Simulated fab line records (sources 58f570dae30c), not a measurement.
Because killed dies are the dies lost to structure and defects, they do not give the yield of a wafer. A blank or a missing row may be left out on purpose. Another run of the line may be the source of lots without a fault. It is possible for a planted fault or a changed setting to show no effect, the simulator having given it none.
What tool caused it? ; flow berkeleyCmos170 ; 7 lots, 21 wafers sampled, at 3 steps of a route of 331

WHAT THE GAUGES SHOWED, per wafer
UCB170_NSD_OVL_MEAS_07.
lot;measured;on;NSD_OVL (nm)
L944;day 6 23:57;overlay-01;-1 -4 -9
L948;day 7 22:13;overlay-01;-5 -3 6
L950;day 7 21:57;overlay-02;5 6 7
L955;day 9 03:00;overlay-02;8 -3 2
L956;day 9 11:58;overlay-01;5 -2 -2
L959;day 9 21:44;overlay-01;-158 -160 -165
L965;day 11 02:32;overlay-01;6 7 8

TOOL THAT RAN EACH LOT (tool first, then ch and the chambers of the sampled wafers, then the start)
lot;UCB170_PWELL_STRIP_16;UCB170_NSD_EXPOSE_03
L944;plasmaAsher-04 ch 0,1, day 3 08:02;krfScanner-02 ch 0, day 6 22:55
L948;plasmaAsher-01 ch 0,1, day 4 07:51;krfScanner-01 ch 0, day 7 21:40
L950;plasmaAsher-02 ch 0,1, day 4 08:07;krfScanner-02 ch 0, day 7 21:28
L955;plasmaAsher-02 ch 0,1, day 5 16:42;krfScanner-02 ch 0, day 9 02:08
L956;plasmaAsher-01 ch 0,1, day 6 01:54;krfScanner-01 ch 0, day 9 11:27
L959;plasmaAsher-02 ch 0,1, day 6 07:50;krfScanner-02 ch 0, day 9 20:46
L965;plasmaAsher-01 ch 0,1, day 7 14:05;krfScanner-01 ch 0, day 11 02:01
- UCB170_PWELL_STRIP_16: strips in O2.
- UCB170_NSD_EXPOSE_03: exposes mask NSELECT MOD, target cd 1200 nm.

THE ANSWER, worked out from the rows above alone
Rule: what is usual is taken from the lots themselves. Put in order of their means at a reading, lots are off if they are a third of the lots or fewer, leave a main group of 4 or more, and stand apart from it by a gap of 3 or more times the standard deviation of the main group's means; of several such gaps the widest counts. A main group is skipped when, at the precision printed for the reading in the tables above, its means are all equal. A lot without any number at a reading at which 4 lots or more have one is off too. Any other lot the step has rows for is counted as sound.
Off: at UCB170_NSD_OVL_MEAS_07 (NSD_OVL), L959. The main group has a mean of 2 nm with a standard deviation of 4.
If a tool, at a process step before that reading, ran all the lots that are off and no sound lot after the first of them, it fits. Gauges at UCB170_NSD_OVL_MEAS_07: tried the same way as those tools. Can't be told from this: 2 tools fit, plasmaAsher-02 at UCB170_PWELL_STRIP_16, krfScanner-02 at UCB170_NSD_EXPOSE_03.

WHAT THE SIMULATOR HAD INSERTED
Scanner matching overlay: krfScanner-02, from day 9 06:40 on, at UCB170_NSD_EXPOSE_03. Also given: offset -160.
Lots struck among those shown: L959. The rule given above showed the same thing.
